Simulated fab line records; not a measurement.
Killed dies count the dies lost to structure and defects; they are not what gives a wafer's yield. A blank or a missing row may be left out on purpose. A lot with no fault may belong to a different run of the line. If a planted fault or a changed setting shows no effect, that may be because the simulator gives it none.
Which of the tools did it? | flow berkeley cmos170 | Sampling: 7 lots, 21 wafers, 3 of 331 route steps

== WHAT EACH GAUGE READ, for each wafer ==
UCB170_PFIELD_TW_MEAS_09.
lot  | measured    | on            | PFIELD_TW
L844 | day 5 06:07 | film metro-02 | 602 603 603
L845 | day 5 10:34 | film metro-04 | 602 601 605
L848 | day 6 01:29 | film metro-02 | 597 602 603
L849 | day 6 16:07 | film metro-01 | 603 601 602
L856 | day 7 19:13 | film metro-04 | 64 63 63
L862 | day 9 00:22 | film metro-02 | 604 609 605
L865 | day 9 18:02 | film metro-04 | 603 600 603

== WHAT TOOL EACH LOT RAN ON (gives the tool, then ch and the chambers of the sampled wafers, and finally the start) ==
lot  | UCB170_ACTIVE_STRIP_16              | UCB170_PFIELD_DEVELOP_05
L844 | plasma asher-03 ch 0, day 5 00:53   | litho track-01 ch 0, day 5 05:00
L845 | plasma asher-03 ch 0,1, day 5 07:42 | litho track-02 ch 0, day 5 10:00
L848 | plasma asher-02 ch 0,1, day 5 23:56 | litho track-03 ch 0, day 6 01:00
L849 | plasma asher-03 ch 0, day 6 13:29   | litho track-02 ch 0, day 6 15:00
L856 | plasma asher-02 ch 0,1, day 7 16:20 | litho track-02 ch 0, day 7 18:00
L862 | plasma asher-03 ch 0,1, day 8 22:16 | litho track-03 ch 0, day 8 23:00
L865 | plasma asher-03 ch 0,1, day 9 15:28 | litho track-01 ch 0, day 9 17:00
- UCB170_ACTIVE_STRIP_16: strips in O2.
- UCB170_PFIELD_DEVELOP_05: develop time 45 s.

== THE ANSWER, worked out from the rows above alone ==
Rule: the lots themselves supply what counts as usual. The widest of any qualifying gaps counts: lots, ordered by their means at a reading, are off when they make up no more than a third of the lots, leave a main group of 4 or more, and stand apart from it by 3 or more times the standard deviation of that group's means. The tables above print the reading to a certain number of digits; a main group whose means all agree to those digits is not used. A lot without any number at a reading at which 4 lots or more have one is off too. Any other lot the step has rows for is counted as sound.
Off: at UCB170_PFIELD_TW_MEAS_09 (PFIELD_TW), L856. The main group: mean 603, standard deviation 1.6.
A tool fits if, at a process step before that reading, it ran every lot that is off, and no sound lot after the first of them. Those tools and the gauges at UCB170_PFIELD_TW_MEAS_09 are tried in the same way. Undecided on this evidence; 2 tools fit (plasma asher-02 at UCB170_ACTIVE_STRIP_16, litho track-02 at UCB170_PFIELD_DEVELOP_05).

== WHAT WAS PUT IN BY THE SIMULATOR ==
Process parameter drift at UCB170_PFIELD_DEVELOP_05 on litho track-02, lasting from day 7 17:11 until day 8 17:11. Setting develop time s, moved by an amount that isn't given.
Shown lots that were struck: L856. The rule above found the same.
